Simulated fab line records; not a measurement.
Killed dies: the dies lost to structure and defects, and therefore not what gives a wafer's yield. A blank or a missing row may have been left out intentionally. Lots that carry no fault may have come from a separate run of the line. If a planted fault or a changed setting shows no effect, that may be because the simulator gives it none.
Commonality check across tools | flow rit_cmos | Sample size 14 lots and 42 wafers

== WHY IT WAS OPENED ==
At RIT_FOX2_THK_MEAS_01 the reading FOX2_OXIDE_THK is flagged on 2 of 14 lots. No-fault wafers: 354 nm, standard deviation 6.2.
Rule: flag the lot when none of its wafers has a number, or when each of its wafers that has one lies beyond 4 standard deviations from that mean. The rest of the lots are taken to be sound.

lot  | measured    | on            | FOX2_OXIDE_THK (nm), wafer by wafer | flag
L680 | day 1 19:34 | film_metro-03 | 371 358 365                         |
L681 | day 1 23:27 | film_metro-03 | 360 350 355                         |
L682 | day 2 04:32 | film_metro-02 | 350 348 352                         |
L687 | day 3 05:22 | film_metro-02 | 352 352 356                         |
L691 | day 4 01:28 | film_metro-02 | 288 284 286                         | FLAGGED
L692 | day 4 06:24 | film_metro-02 | 287 279 283                         | FLAGGED
L693 | day 4 11:50 | film_metro-02 | 353 351 351                         |
L694 | day 4 16:26 | film_metro-03 | 352 353 352                         |
L696 | day 5 02:27 | film_metro-03 | 357 359 365                         |
L697 | day 5 08:24 | film_metro-03 | 364 364 363                         |
L698 | day 5 12:29 | film_metro-03 | 349 354 352                         |
L700 | day 5 23:02 | film_metro-03 | 361 360 358                         |
L701 | day 6 03:19 | film_metro-02 | 346 348 351                         |
L703 | day 6 13:41 | film_metro-02 | 352 358 349                         |
Average over the flagged lots: 284 nm; offset from the usual -70 nm, equal to -11 standard deviations.

== EACH LOT AND THE TOOL IT RAN ON ==
The record holds 1 process step before the reading, out of a route of 202 steps. Read each cell as the tool, then ch plus the chambers that the sampled wafers visited, then the start.
lot  | flag    | RIT_FOX2_OXIDATION_00
L680 |         | furnace-01 ch 0, day 1 18:15
L681 |         | furnace-01 ch 0, day 1 22:08
L682 |         | furnace-02 ch 0, day 2 03:14
L687 |         | furnace-02 ch 0, day 3 04:03
L691 | FLAGGED | furnace-04 ch 0, day 4 00:09
L692 | FLAGGED | furnace-04 ch 0, day 4 05:03
L693 |         | furnace-01 ch 0, day 4 10:29
L694 |         | furnace-01 ch 0, day 4 15:07
L696 |         | furnace-01 ch 0, day 5 01:08
L697 |         | furnace-01 ch 0, day 5 07:05
L698 |         | furnace-01 ch 0, day 5 11:10
L700 |         | furnace-02 ch 0, day 5 21:44
L701 |         | furnace-01 ch 0, day 6 02:00
L703 |         | furnace-01 ch 0, day 6 12:22
These steps, and what they do:
- RIT_FOX2_OXIDATION_00: target thk 350.7 nm, ox time 1130 s.
- RIT_FOX2_THK_MEAS_01

== FLAGGED AGAINST TOTAL, ONE TOOL AT A TIME (gauges that did the reading follow at the end) ==
step                  | tool          | lots run | flagged | share of the flagged lots | sound lots run after its first flagged lot
RIT_FOX2_OXIDATION_00 | furnace-01    | 9        | 0       | none                      | -
RIT_FOX2_OXIDATION_00 | furnace-02    | 3        | 0       | none                      | -
RIT_FOX2_OXIDATION_00 | furnace-04    | 2        | 2       | all                       | 0
RIT_FOX2_THK_MEAS_01  | film_metro-02 | 7        | 2       | all                       | 3 (L693,L701,L703)
RIT_FOX2_THK_MEAS_01  | film_metro-03 | 7        | 0       | none                      | -

== WHAT THE TABLE ALLOWS ==
Every flagged lot went through 2 rows of the table: furnace-04 at RIT_FOX2_OXIDATION_00 and film_metro-02 at RIT_FOX2_THK_MEAS_01.
- furnace-04 at RIT_FOX2_OXIDATION_00: 2 of its 2 lots flagged. In this sample it ran no sound lot ahead of its first flagged lot, so there is no way to narrow down the start. Its own readings lie more than 4 standard deviations out on every wafer of the flagged lots: spike_tc_centre_C, spike_tc_load_C, spike_tc_source_C, tube_center_temp_C, tube_center_temp_C_max, zone_power_load_pct.
- film_metro-02 at RIT_FOX2_THK_MEAS_01: 2 of its 7 lots flagged. Lots that were sound ran on it after the first flagged one (L693, L701, L703); a persistent fault on the entire tool would not allow that.
What remains is a single tool, furnace-04 at RIT_FOX2_OXIDATION_00.

== WHAT WAS PUT IN BY THE SIMULATOR ==
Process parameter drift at RIT_FOX2_OXIDATION_00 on furnace-04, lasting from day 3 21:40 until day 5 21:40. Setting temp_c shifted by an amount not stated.
Struck lots among those shown: L691, L692. Same finding as the rule above.
